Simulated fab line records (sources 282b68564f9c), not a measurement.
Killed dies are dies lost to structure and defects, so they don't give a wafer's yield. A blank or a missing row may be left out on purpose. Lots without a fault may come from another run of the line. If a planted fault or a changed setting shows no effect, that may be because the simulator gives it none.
Which of the tools did it? | flow rit-cmos | 42 wafers from 14 lots sampled at 3 of the route's 202 steps

== WHAT EACH GAUGE READ, for each wafer ==
RIT_GATE_CD_MEAS_16: target cd 150 nm. Usual: 149.0 nm for cd-nm, sd 2.2.
lot  | measured    | on        | cd-nm (nm)        | flag
L902 | day 2 17:49 | cd-sem-02 | 148.2 147.2 147.4 |
L903 | day 2 21:22 | cd-sem-01 | 151.6 151.6 150.9 |
L904 | day 3 04:46 | cd-sem-01 | 148.4 149.8 148.8 |
L905 | day 3 05:32 | cd-sem-01 | 147.2 148.2 146.4 |
L906 | day 3 11:26 | cd-sem-01 | 148.7 148.0 148.5 |
L907 | day 3 14:49 | cd-sem-01 | 147.7 146.5 146.8 |
L908 | day 3 20:09 | cd-sem-01 | 149.0 149.7 150.1 |
L909 | day 4 00:58 | cd-sem-02 | 148.0 147.3 148.5 |
L910 | day 4 08:32 | cd-sem-01 | 152.2 152.2 152.2 |
L911 | day 4 11:33 | cd-sem-02 | 146.2 150.6 147.9 |
L912 | day 4 18:16 | cd-sem-01 | 150.1 150.2 149.7 |
L913 | day 4 23:37 | cd-sem-01 | 150.2 149.6 149.5 |
L915 | day 5 06:34 | cd-sem-01 | 150.8 149.9 150.3 |
L916 | day 5 15:54 | cd-sem-02 | 147.4 149.1 148.6 |

RIT_PLDD_TW_MEAS_10. Usual: for PLDD_TW the level is 2325 and the standard deviation is 24.
lot  | measured    | on            | PLDD_TW        | flag
L902 | day 3 00:28 | film-metro-01 | 2307 2310 2315 |
L903 | day 3 04:38 | film-metro-01 | 2297 2309 2304 |
L904 | day 3 11:37 | film-metro-01 | 2304 2313 2297 |
L905 | day 3 12:15 | film-metro-04 | 2371 2355 2352 |
L906 | day 3 18:29 | film-metro-01 | 2312 2324 2302 |
L907 | day 3 22:31 | film-metro-01 | 2310 2309 2311 |
L908 | day 4 02:49 | film-metro-01 | 2311 2318 2308 |
L909 | day 4 07:43 | film-metro-04 | 2360 2361 2347 |
L910 | day 4 15:47 | film-metro-01 | 2305 2322 2312 |
L911 | day 4 18:45 | film-metro-01 | 2299 2304 2299 |
L912 | day 5 01:41 | film-metro-04 | 2350 2340 2354 |
L913 | day 5 06:34 | film-metro-02 | 2338 2329 2335 |
L915 | day 5 13:28 | film-metro-01 | 2307 2304 2305 |
L916 | day 6 02:16 | film-metro-02 | 2324 2323 2310 |

RIT_CONTACT_OVL_MEAS_09. Usual: for CONTACT_OVL the level is -0.2 nm and the standard deviation is 1.6.
lot  | measured    | on         | CONTACT_OVL (nm) | flag
L902 | day 3 09:04 | overlay-02 | 0.8 1.6 -0.3     |
L903 | day 3 13:11 | overlay-01 | -3.0 -3.7 -2.5   |
L904 | day 3 20:26 | overlay-01 | -4.1 -3.4 -4.9   |
L905 | day 3 21:52 | overlay-02 | 0.5 1.2 1.8      |
L906 | day 4 02:42 | overlay-02 | 0.7 -0.5 -0.3    |
L907 | day 4 07:47 | overlay-02 | -0.2 -1.7 0.1    |
L908 | day 4 11:37 | overlay-02 | 2.9 1.9 0.1      |
L909 | day 4 16:02 | overlay-02 | 2.5 -0.2 0.3     |
L910 | day 5 01:37 | overlay-02 | -1.2 0.0 1.2     |
L911 | day 5 03:19 | overlay-01 | 1.7 -0.9 -0.4    |
L912 | day 5 10:28 | overlay-01 | 1.1 -0.5 0.2     |
L913 | day 5 14:36 | overlay-02 | 0.5 2.4 1.3      |
L915 | day 5 21:42 | overlay-01 | -0.1 -3.2 -2.1   |
L916 | day 6 10:42 | overlay-02 | -1.4 0.3 -0.8    |

== TOOL THAT RAN EACH LOT (tool first, then ch and the chambers of the sampled wafers, then the start) ==
No process step before these readings appears in the record.

== AS READ BY THE TOOLS THEMSELVES (means over the sampled wafers that have a number; for cases with no such wafer, the mark the record gives instead) ==
The record holds no such reading with a usual standard deviation.

== THE ANSWER, worked out from the rows above alone ==
Rule: a lot is off if the mean of its wafers that have a number lies more than 3 standard deviations from the usual mean. Also off: a lot with no number at a reading for which 4 or more lots have one. All remaining lots with rows at the step are treated as sound. The gauges are gone through in route order, then the tools' own readings, and for those a lot's mean is taken as printed above. At the first step where some lot is off, the reading lying furthest off is the one used; lots without a number count as furthest.
Across all readings shown, no lot is off: no conclusion can be drawn from this.

== WHAT HAD BEEN PUT IN BY THE SIMULATOR ==
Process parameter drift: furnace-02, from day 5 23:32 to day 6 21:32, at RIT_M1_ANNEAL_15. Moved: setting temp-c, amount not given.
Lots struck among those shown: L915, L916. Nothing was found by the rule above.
